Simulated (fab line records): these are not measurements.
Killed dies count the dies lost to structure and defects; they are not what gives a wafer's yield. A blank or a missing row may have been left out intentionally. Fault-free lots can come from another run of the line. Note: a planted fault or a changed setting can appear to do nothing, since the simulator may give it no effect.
Code-filled problem report in 8D (eight disciplines) form :: flow rit_cmos :: the parts of the form that need people (team, actions taken, sign-off) are left out

## 1. THE ISSUE
NLDD_RS at RIT_SDANNEAL_RS_MEAS_07 reads a mean of 164.7 ohm/sq on 6 wafers of 2 lots; wafers without a fault read 151.6 ohm/sq with a standard deviation of 0.43. Relative to the usual mean, that is a shift of +30 standard deviations.
The step: measures by four-point-probe.
Seen first at day 7 10:01 on film_metro-01, wafer L259.1. The record has a number at this step for 42 wafers belonging to 14 lots. The rule behind "out" and "out of limits": a value lying over 4 standard deviations away from the usual mean. Any other wafer with a number is counted as sound.

## 2. WHAT IT IS AND WHAT IT IS NOT
question: which readings at this step
is: NLDD_RS
is not: -

question: which lots
is: L259, L260
is not: L238, L240, L242, L243, L245, L246, L249, L251, L252, L254, L255, L261

question: which wafers of those lots
is: all that have a number
is not: -

question: read on which gauges
is: film_metro-01, film_metro-04
is not: film_metro-03

question: when
is: from day 7 10:01
is not: up to then (33 sound wafers); but 3 sound wafers of L261 came after

## 3. THE SUSPECTS, EACH WITH WHAT RULES IT OUT
Counting: a tool at any process step up to the reading remains a suspect when it ran all the lots that are out and ran no sound lot after the first of those.
- the gauge at RIT_SDANNEAL_RS_MEAS_07 is ruled out. 2 gauges (film_metro-01, film_metro-04) read the wafers that are out.
- implanter-02 at RIT_NLDD_IMPLANT_08: kept. It ran every lot that is out, first L259 (day 7 01:50), and no sound lot after that; its last sound lot up to then is L255 (day 6 06:19). Its own readings are out on those wafers: dose_ions_cm2.
- plasma_asher-01 at RIT_PLDD_STRIP_09 (strips in O2, time 180 s): kept. It ran every lot that is out, first L259 (day 7 03:25), and no sound lot after that; its last sound lot up to then is L254 (day 6 03:23).
After counting, implanter-02 at RIT_NLDD_IMPLANT_08 and plasma_asher-01 at RIT_PLDD_STRIP_09 remain.

## 4. THE CAUSE (what the simulator had put in)
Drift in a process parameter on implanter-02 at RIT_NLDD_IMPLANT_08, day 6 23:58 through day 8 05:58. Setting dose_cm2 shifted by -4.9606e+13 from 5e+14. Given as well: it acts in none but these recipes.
Of the 2 suspects that counting leaves, this tool is one.

## 5. SEQUENCE OF EFFECTS, ordered by route
Each row: a reading where the mean over the struck wafers with a number is more than 3 standard deviations away from the usual. Only readings whose record carries a usual standard deviation are examined. hours: median over the lots of the time between each lot's start at the first step of this table that gives one and its start at this step. sigmas: the change, counted in usual standard deviations.
hours: 0
step: RIT_NLDD_IMPLANT_08
reading: dose_ions_cm2
usual: 5e+14
on struck wafers: 5e+14
change: -5e+13
sigmas: -89

hours: 0
step: RIT_NLDD_IMPLANT_08
reading: faraday_current_uA
usual: 1572
on struck wafers: 1430
change: -142
sigmas: -5.1

hours: 8
step: RIT_SDANNEAL_RS_MEAS_07
reading: NLDD_RS
usual: 151.6 ohm/sq
on struck wafers: 164.7
change: +13.1
sigmas: +30
The process steps in it:
- RIT_NLDD_IMPLANT_08

## 6. WHAT WOULD HAVE CAUGHT IT SOONER
The first out-of-limits reading at a measuring or inspecting step in this record came at day 7 10:01, 10 hours after the fault's start at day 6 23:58.
At RIT_NLDD_IMPLANT_08, the tool's own readings (dose_ions_cm2) were out on each struck wafer the step has a row for, so an alarm limit on them would have fired on the first such wafer.
The start of RIT_NLDD_IMPLANT_08 on implanter-02 came by day 7 10:01 for every one of the lots that are out (2). Tool hold at that time: it would have spared none of them.
